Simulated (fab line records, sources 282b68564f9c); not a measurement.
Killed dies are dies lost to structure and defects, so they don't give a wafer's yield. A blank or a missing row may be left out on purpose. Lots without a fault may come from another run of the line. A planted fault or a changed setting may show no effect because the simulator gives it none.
fab line records | flow rit_cmos
record lots=6 wafers=18 last_day=6
route steps=202 shown ACTIVE@8 FOX1@20 M1@202
lots that met no fault: from a run of the same line without faults
start_h: hours from the record's first day to the start of the lot's first wafer shown | wait_h: hours since the lot's step before | " the same as in the row above | L1.1+2: a row that stands for several wafers | - no value, or no start given | * or withheld: withheld | < > ~ a bound
route shown NAME@n: a module of which the file shows steps, and the number in the route of the first | usual: mean/standard deviation of fault-free wafers | same: alike in all rows | chamber/n: place in a boat | sites: the reading at each site | _std_site: their standard deviation | _edge_site: outer sites' mean less inner sites' | radius_mm: how far each site lies from the wafer's centre | mask NAME#n: copy n | behind: the tool/chamber that last shaped the wafer | hold: why the lot was held/for how many hours/how that ended | device: the transistor (n, p or np) that didn't switch | end of line: the same wafers' tests at the end of the route | a step without rows: its recipe alone | killed: dies lost to structure and defects at the first sort, not the wafer's yield | map: a wafer's dies, x killed, . not, _ none there
set.NAME: the setting as run; set.NAME@STEP: as run at that earlier step | model.NAME: the simulator's own value behind a step, which no gauge read
lots at some steps of the route; a table a step, a row a wafer
services: from which hour (start_h, from the record's first day; less than 0 if before it) a tool's chamber was out of use, for how many hours, and why
## steps
# step RIT_ACTIVE_SOFTBAKE_07
# recipe resist=NOVOLAK temp_c=90 time_s=60
# step RIT_ACTIVE_EXPOSE_08
# recipe mask_id=M1 na=0.6 source_shape=conventional sigma_outer=0.6 target_cd_nm=1400 dose_mj=225
# step RIT_ACTIVE_PEB_09
# recipe resist=NOVOLAK temp_c=withheld time_s=withheld
# step RIT_ACTIVE_DEVELOP_10
# recipe resist=NOVOLAK develop_time_s=50 dev_temp_c=23
# step RIT_ACTIVE_CD_MEAS_11
# recipe target_cd_nm=1400
# usual cd_nm=1399.7/1.9
# columns lot.wafer tool chamber start_h wait_h cd_nm
L444.2 cd_sem-02 - 24.46 - 1398.8
L444.4 " - " " 1400.3
L444.5 " - " " 1400.0
L445.3 cd_sem-01 - 30.71 - 1398.7
L445.4 " - " " 1398.6
L445.6 " - " " 1398.0
L455.2 cd_sem-02 - 79.46 - 1397.4
L455.4 " - " " 1400.2
L455.6 " - " " 1397.8
L457.2 cd_sem-02 - 89.46 - 1395.5
L457.4 " - " " 1397.2
L457.5 " - " " 1396.9
L460.2 cd_sem-02 - 104.46 - 1399.6
L460.3 " - " " 1398.4
L460.4 " - " " 1400.5
L461.1 cd_sem-02 - 109.56 - 1398.8
L461.3 " - " " 1398.9
L461.4 " - " " 1396.3
# step RIT_ACTIVE_HARDBAKE_12
# recipe resist=NOVOLAK temp_c=140 time_s=60
# step RIT_ACTIVE_ETCH_13
# recipe stop_on=SiO2 chemistry=SF6 target=Si3N4 time_s=210 over_etch_frac=0.4 SF6_flow_sccm=200 pressure_mtorr=260 rf_w=125 target_depth_a=2100
# usual drypump_motor_current_A=5.6/0.52 oes_product_au=0.818/0.012 throttle_valve_pct=7.52/0.092
# columns lot.wafer tool chamber start_h wait_h drypump_motor_current_A oes_product_au rf_hours_counter_h throttle_valve_pct
L444.2 rie_diel-04 1 24.71 0.1 6.5 0.828 65 7.56
L444.4 " 2 " " 5.1 0.818 24 7.57
L444.5 " 1 " " 6.5 0.811 - 7.55
L445.3 rie_diel-04 0 30.94 0.1 5.1 0.828 125 7.52
L445.4 " 3 " " 5.9 0.822 42 7.48
L445.6 " 2 " " 5.1 0.820 - 7.59
L455.2 rie_diel-02 0 79.71 0.1 6.1 0.812 52 7.47
L455.4 " 1 " " 4.8 0.830 87 7.40
L455.6 " 0 " " 6.1 0.809 - 7.48
L457.2 rie_diel-03 0 89.71 0.1 5.1 0.811 89 7.62
L457.4 " 2 " " 5.9 0.811 - 7.54
L457.5 " 3 " " 6.0 0.840 - 7.41
L460.2 rie_diel-03 0 104.81 0.1 5.1 0.817 89 7.60
L460.3 " 2 " " 5.8 0.811 39 7.55
L460.4 " 3 " " 6.0 0.838 78 7.42
L461.1 rie_diel-02 2 109.83 0.1 5.5 0.807 112 7.62
L461.3 " 0 " " 6.1 0.797 53 7.48
L461.4 " 3 " " 5.0 0.819 7 7.58
# step RIT_ACTIVE_STRIP_14
# recipe chemistry=O2 time_s=180 resist=NOVOLAK platen_temp_c=withheld power_w=500 pressure_mtorr=4000 o2_flow_sccm=4000
# usual drypump_motor_current_A=5.7/0.35
# columns lot.wafer tool chamber start_h wait_h drypump_motor_current_A rf_hours_counter_h
L444.2 plasma_asher-03 0 24.84 0.1 5.5 36
L444.4 " 1 " " 5.9 -
L444.5 " 1 " " 6.0 -
L445.3 plasma_asher-01 1 31.13 0.1 5.3 -
L445.4 " 0 " " 6.1 -
L445.6 " 1 " " 5.3 -
L455.2 plasma_asher-03 0 79.84 0.1 5.5 41
L455.4 " 0 " " 5.5 -
L455.6 " 0 " " 5.5 -
L457.2 plasma_asher-03 0 89.84 0.1 5.4 42
L457.4 " 0 " " 5.4 -
L457.5 " 0 " " 5.5 -
L460.2 plasma_asher-03 1 104.95 0.1 6.0 44
L460.3 " 1 " " 6.0 -
L460.4 " 0 " " 5.4 -
L461.1 plasma_asher-01 0 109.97 0.1 6.1 44
L461.3 " 1 " " 5.3 -
L461.4 " 0 " " 6.1 -
# step RIT_ACTIVE_CD_MEAS_90
# recipe target_cd_nm=1400
# usual cd_nm=1399.8/1.9
# columns lot.wafer tool chamber start_h wait_h cd_nm
L444.2 cd_sem-01 - 25.04 0.1 1398.9
L444.4 " - " " 1400.1
L444.5 " - " " 1399.7
L445.3 cd_sem-02 - 31.29 0.1 1398.7
L445.4 " - " " 1398.6
L445.6 " - " " 1398.0
L455.2 cd_sem-01 - 80.04 0.1 1397.2
L455.4 " - " " 1400.7
L455.6 " - " " 1398.6
L457.2 cd_sem-01 - 90.04 0.1 1395.4
L457.4 " - " " 1397.5
L457.5 " - " " 1396.4
L460.2 cd_sem-01 - 105.14 0.1 1399.3
L460.3 " - " " 1398.6
L460.4 " - " " 1400.5
L461.1 cd_sem-02 - 110.14 0.1 1398.8
L461.3 " - " " 1398.8
L461.4 " - " " 1396.1
# step RIT_ACTIVE_CLEAN_15
# recipe chemistry=SC1 mix=3:3:50 time_s=600 temp_c=75
# step RIT_ACTIVE_CLEAN_16
# recipe chemistry=dHF dilution=50:1 time_s=30
# step RIT_ACTIVE_CLEAN_17
# recipe chemistry=SC2 mix=3:3:50 time_s=600 temp_c=75 dry=n2_spin
# step RIT_FOX1_OXIDATION_00
# recipe temp_c=1100 ambient=H2O target_thk_a=3507 p_h2o_torr=720 ox_time_s=1130
# usual ox_time_s=1130/0
# columns lot.wafer tool chamber start_h wait_h ox_time_s model.SiO2_of_FOX1_OXIDATION_00.thk_nm
L444.2 furnace-04 0 26.16 0.7 1130 338.8
L444.4 " 0 " " 1130 338.1
L444.5 " 0 " " 1130 340.5
L445.3 furnace-04 0 32.57 0.8 1130 340.4
L445.4 " 0 " " 1130 340.3
L445.6 " 0 " " 1130 345
L455.2 furnace-04 0 80.68 0.0 1130 339
L455.4 " 0 " " 1130 336.4
L455.6 " 0 " " 1130 342.8
L457.2 furnace-01 0 92.01 1.5 1130 355.5
L457.4 " 0 " " 1130 352.3
L457.5 " 0 " " 1130 352.3
L460.2 furnace-01 0 105.61 0.0 1638.5 430.4
L460.3 " 0 " " 1638.5 435.6
L460.4 " 0 " " 1638.5 431.5
L461.1 furnace-01 0 111.18 0.5 1638.5 434.5
L461.3 " 0 " " 1638.5 437.6
L461.4 " 0 " " 1638.5 437.9
# step RIT_FOX1_THK_MEAS_01
# recipe reads=SiO2_of_FOX1_OXIDATION_00
# usual FOX1_OXIDE_THK=348/6
# columns lot.wafer tool chamber start_h wait_h FOX1_OXIDE_THK[nm]
L444.2 film_metro-02 - 27.49 0.0 339
L444.4 " - " " 338
L444.5 " - " " 341
L445.3 film_metro-02 - 33.90 0.0 341
L445.4 " - " " 340
L445.6 " - " " 345
L455.2 film_metro-02 - 82.01 0.0 339
L455.4 " - " " 336
L455.6 " - " " 343
L457.2 film_metro-04 - 93.34 0.0 356
L457.4 " - " " 352
L457.5 " - " " 352
L460.2 film_metro-04 - 106.93 0.0 430
L460.3 " - " " 436
L460.4 " - " " 432
L461.1 film_metro-04 - 112.49 0.0 435
L461.3 " - " " 437
L461.4 " - " " 438
# step RIT_FOX1_WET_ETCH_02
# recipe chemistry=BOE target_depth_nm=350 time_s=390 temp_c=21.5 dry=n2_spin dilution=10:1 target=SiO2
# step RIT_M1_PROBE_99
# usual killed_at_contacts=0.1/0.25 killed_at_front_end=7/3.3 killed_dies=7/3.3 killed_open=3.6/2 killed_short=3.6/2.1
# same gross_dies=264 killed_at_M0_to_M3=0 killed_at_M4_up=0 killed_at_back_side=0 killed_at_other=0
# columns lot.wafer tool chamber start_h wait_h killed_at_contacts killed_at_front_end killed_dies killed_open killed_short model.etest.nldd.width_nm model.etest.pldd.width_nm model.etest.nplus_sal.width_nm model.etest.pplus_sal.width_nm model.etest.nmos_narrow.drive_ua_um model.etest.pmos_narrow.drive_ua_um model.etest.poly_comb_over_steps.leak_log10_a_um model.etest.field_p_metal.vt_v
L444.2 prober-01 - 67.08 0.1 0 6 6 3 3 3221 3226 3477 3488 234.8 105.6 -12.82 -29.45
L444.4 prober-01 - 67.18 0.2 0 16 16 11 5 3208 3209 3487 3487 233.8 104.5 -12.7 -30
L444.5 prober-01 - 67.23 0.2 0 13 13 6 7 3231 3226 3485 3474 232.1 105 -12.81 -30.35
L445.3 prober-02 - 76.48 0.2 0 3 3 1 2 3197 3208 3484 3496 229.5 105.7 -12.88 -29.54
L445.4 prober-02 - 76.53 0.2 0 3 3 3 0 3228 3186 3463 3465 223.9 101.8 -12.94 -30.82
L445.6 prober-02 - 76.63 0.2 0 10 10 4 6 3216 3218 3467 3447 222.2 99.18 -12.79 -29.94
L455.2 prober-02 - 121.60 0.1 0 6 6 3 3 3149 3169 3436 3447 213.7 94.04 -12.75 -28.91
L455.4 prober-02 - 121.70 0.2 0 8 8 3 5 3174 3146 3454 3441 215.3 95.04 -12.84 -29.51
L455.6 prober-02 - 121.80 0.2 0 4 4 4 0 3144 3141 3440 3452 214.9 96.7 -12.79 -29.35
L457.2 prober-02 - 133.33 0.1 0 9 9 5 4 3157 3163 3414 3410 210.8 97.46 -12.71 -29.9
L457.4 prober-02 - 133.43 0.2 0 3 3 2 1 3169 3171 3441 3420 210.1 98.86 -12.54 -29.89
L457.5 prober-02 - 133.48 0.2 0 1 1 1 0 3188 3164 3426 3423 208.6 97.24 -12.78 -30.65
L460.2 prober-01 - 148.76 0.1 0 13 13 7 6 3097 3074 3336 3352 210.6 91.2 -11.12 -29.71
L460.3 prober-01 - 148.81 0.2 1 14 15 7 8 3069 3051 3361 3373 204.2 87.72 -11.61 -29.05
L460.4 prober-01 - 148.86 0.2 0 11 11 7 4 3091 3085 3363 3357 206.5 91.85 -11.65 -29.9
L461.1 prober-02 - 153.51 0.1 0 5 5 4 1 3088 3083 3364 3358 203.7 90.87 -12.23 -27.46
L461.3 prober-02 - 153.61 0.2 0 5 5 4 1 3083 3053 3372 3352 200.6 88.67 -12.56 -27.87
L461.4 prober-02 - 153.66 0.2 0 9 9 5 4 3055 3065 3366 3349 196.1 90.81 -11.09 -27.87
# killed by level:class
L444.2 REOX:geometric_particle:open=2 FOX1:geometric_particle:short=1 FOX2:geometric_particle:open=1 FOX2:geometric_particle:short=1 REOX:geometric_particle:short=1
L444.4 FOX1:geometric_particle:open=5 GATE:geometric_particle:open=4 FOX1:geometric_particle:short=2 GATE:geometric_particle:short=2 FOX2:geometric_particle:open=1 REOX:geometric_particle:open=1 REOX:geometric_particle:short=1
L444.5 FOX1:geometric_particle:open=4 GATE:geometric_particle:short=4 GATE:geometric_particle:open=2 FOX2:geometric_particle:short=1 REOX:geometric_particle:short=1 SPACER:geometric_particle:short=1
L445.3 GATE:geometric_particle:short=1 GATE:geometric_particle:open=1 SILICIDE:geometric_particle:short=1
L445.4 GATE:geometric_particle:open=3
L445.6 SPACER:geometric_particle:short=2 REOX:geometric_particle:short=2 SPACER:geometric_particle:open=2 FOX1:geometric_particle:open=1 GATE:geometric_particle:open=1 GATE:geometric_particle:short=1 SILICIDE:geometric_particle:short=1
L455.2 GATE:geometric_particle:open=3 GATE:geometric_particle:short=2 FOX1:geometric_particle:short=1
L455.4 GATE:geometric_particle:short=2 FOX1:geometric_particle:short=1 FOX1:geometric_particle:open=1 FOX2:geometric_particle:short=1 GATE:geometric_particle:open=1 SILICIDE:geometric_particle:open=1 SILICIDE:geometric_particle:short=1
L455.6 GATE:geometric_particle:open=3 SILICIDE:geometric_particle:open=1
L457.2 FOX1:geometric_particle:open=2 GATE:geometric_particle:short=2 FOX1:geometric_particle:short=1 GATE:geometric_particle:open=1 SPACER:geometric_particle:open=1 SILICIDE:geometric_particle:open=1 SILICIDE:geometric_particle:short=1
L457.4 FOX1:geometric_particle:open=2 GATE:geometric_particle:short=1
L457.5 FOX1:geometric_particle:open=1
L460.2 GATE:geometric_particle:open=3 GATE:geometric_particle:short=3 REOX:geometric_particle:open=3 REOX:geometric_particle:short=3 SPACER:geometric_particle:open=1
L460.3 REOX:geometric_particle:short=4 GATE:geometric_particle:open=3 SPACER:geometric_particle:open=3 GATE:geometric_particle:short=2 FOX1:geometric_particle:open=1 SPACER:geometric_particle:short=1 CONTACT:geometric_particle:short=1
L460.4 FOX1:geometric_particle:open=3 GATE:geometric_particle:open=2 REOX:geometric_particle:short=2 FOX1:geometric_particle:short=1 GATE:geometric_particle:short=1 SPACER:geometric_particle:open=1 SILICIDE:geometric_particle:open=1
L461.1 GATE:geometric_particle:open=3 FOX2:geometric_particle:short=1 SILICIDE:geometric_particle:open=1
L461.3 GATE:geometric_particle:open=2 FOX1:geometric_particle:open=1 REOX:geometric_particle:open=1 SILICIDE:geometric_particle:short=1
L461.4 FOX1:geometric_particle:short=2 FOX2:geometric_particle:open=2 GATE:geometric_particle:open=2 SPACER:geometric_particle:short=1 SILICIDE:geometric_particle:short=1 SILICIDE:geometric_particle:open=1
## services
# columns tool chamber start_h hours kind
rie_diel-04 2 5.21 6.4 repair
rie_diel-02 - 15.24 2.8 pm
rie_diel-02 1 34.50 4.5 repair
rie_diel-03 - 55.20 1.5 repair
furnace-01 - 69.48 5.4 pm
rie_diel-03 1 75.11 - clean
rie_diel-03 1 75.11 20.8 scheduled_down
rie_diel-03 1 75.11 20.8 vent_cycle
furnace-01 - 77.43 2.6 pm
furnace-04 - 89.40 4.7 pm
rie_diel-03 2 90.93 5.7 repair
furnace-04 - 109.16 3.2 pm
## key
first_sign step=RIT_FOX1_OXIDATION_00 reading=ox_time_s direction=up sigmas=99+ usual=* struck=*
effect step=RIT_FOX1_THK_MEAS_01 reading=FOX1_OXIDE_THK direction=up sigmas=14 usual=348 struck=435
model_effect step=RIT_FOX1_OXIDATION_00 value=SiO2_of_FOX1_OXIDATION_00.thk_nm without=347.9 struck=434.6
model_effect step=RIT_M1_PROBE_99 value=etest.nldd.width_nm without=3192 struck=3080
met_at RIT_FOX1_OXIDATION_00
struck_wafers L460.2,L460.3,L460.4,L461.1,L461.3,L461.4
tester_left_out L460,L461
onset_between 92.01 105.61
fault kind=process_parameter_drift tool=furnace-01 chamber=- onset_h=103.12 steps=RIT_FOX1_OXIDATION_00 channel=ox_time_s offset=* shape=step end_h=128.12 acts_in=* stated=*
# tester_left_out: of these lots the tester's yield and bins aren't shown, on N5 and GAA mostly nor the transistor test; their killed dies are dies lost to structure and defects alone, not to doping, threshold or leakage, so they don't give the yield
